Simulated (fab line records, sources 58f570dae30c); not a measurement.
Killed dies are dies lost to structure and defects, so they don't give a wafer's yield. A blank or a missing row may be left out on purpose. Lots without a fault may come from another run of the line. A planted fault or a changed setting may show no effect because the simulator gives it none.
A struck lot beside a sound one | flow berkeley_cmos170 | 14 steps out of a route of 331
Sound: wafers L757.1, L757.2, L757.5. Struck: wafers L759.3, L759.4, L759.5. The cause comes at the end.
At each step with rows: each side's tool, then ch and its chambers, then its first start. Under that, the readings that differ: sound wafers | struck wafers | difference of the means | sigmas: that difference in standard deviations of wafers without a fault.
alike: readings whose means differ by less than 2 such deviations, and words and numbers that are the same on both sides. not compared: withheld readings, readings that some wafer has no value for, bounds like >300 that may hide the same value, and numbers for which the record gives no deviation and whose values overlap.
The two part at a step that has a row with sigmas, a row that says differs or no value, or rows on one side only. Numbers that don't overlap but have no deviation are shown without sigmas and don't part them. A reading that every wafer of one side lacks parts them only if that side has two wafers or more.

first, 1 step without rows for these wafers: UCB170_PLDD_DEVELOP_05 (develop time 45 s).
UCB170_PLDD_CD_MEAS_06: target cd 1200 nm.
  sound on cd_sem-02, day 8 01:28; struck on cd_sem-01, day 8 09:35
  alike: cd_nm
UCB170_PLDD_OVL_MEAS_07:
  sound on overlay-02, day 8 01:35; struck on overlay-02, day 8 09:40
  alike: PLDD_OVL
then, 2 steps without rows for these wafers: UCB170_PLDD_IMPLANT_08; UCB170_PLDD_IMPLANT_09.
UCB170_PLDD_STRIP_10: strips in O2.
  sound on plasma_asher-01 ch 0,1, day 8 01:56; struck on plasma_asher-04 ch 0,1, day 8 10:02
  alike: drypump_motor_current_A, o2_flow_sccm, oes_product_au, strip_time_to_endpoint_s
  not compared: rf_hours_counter_h
UCB170_PLDD_TW_MEAS_11:
  sound on film_metro-02, day 8 02:02; struck on film_metro-02, day 8 10:07
  alike: PLDD_TW
then, 5 steps without rows for these wafers: UCB170_PLDD_CLEAN_12 (cleans in SPM, time 600 s); UCB170_NLDD_HMDS_00 (prime time 60 s); UCB170_NLDD_COAT_01 (resist thk 900 nm); UCB170_NLDD_SOFTBAKE_02 (time 60 s); UCB170_NLDD_EXPOSE_03 (exposes mask NSELECT, target cd 1200 nm).
UCB170_NLDD_PEB_04:
  sound on litho_track-01 ch 0, day 8 03:15; struck on litho_track-01, day 8 11:42
  no value came back on the struck wafers for chill_plate_temp_C (C), exhaust_pa (Pa), heater_power_total_W (W); on the sound wafers chill_plate_temp_C (C) reads 22.95 22.95 22.98
then, 1 step without rows for these wafers: UCB170_NLDD_DEVELOP_05 (develop time 45 s).

WHERE THEY PART
Only at UCB170_NLDD_PEB_04, within this record.

WHY: what the simulator had put in
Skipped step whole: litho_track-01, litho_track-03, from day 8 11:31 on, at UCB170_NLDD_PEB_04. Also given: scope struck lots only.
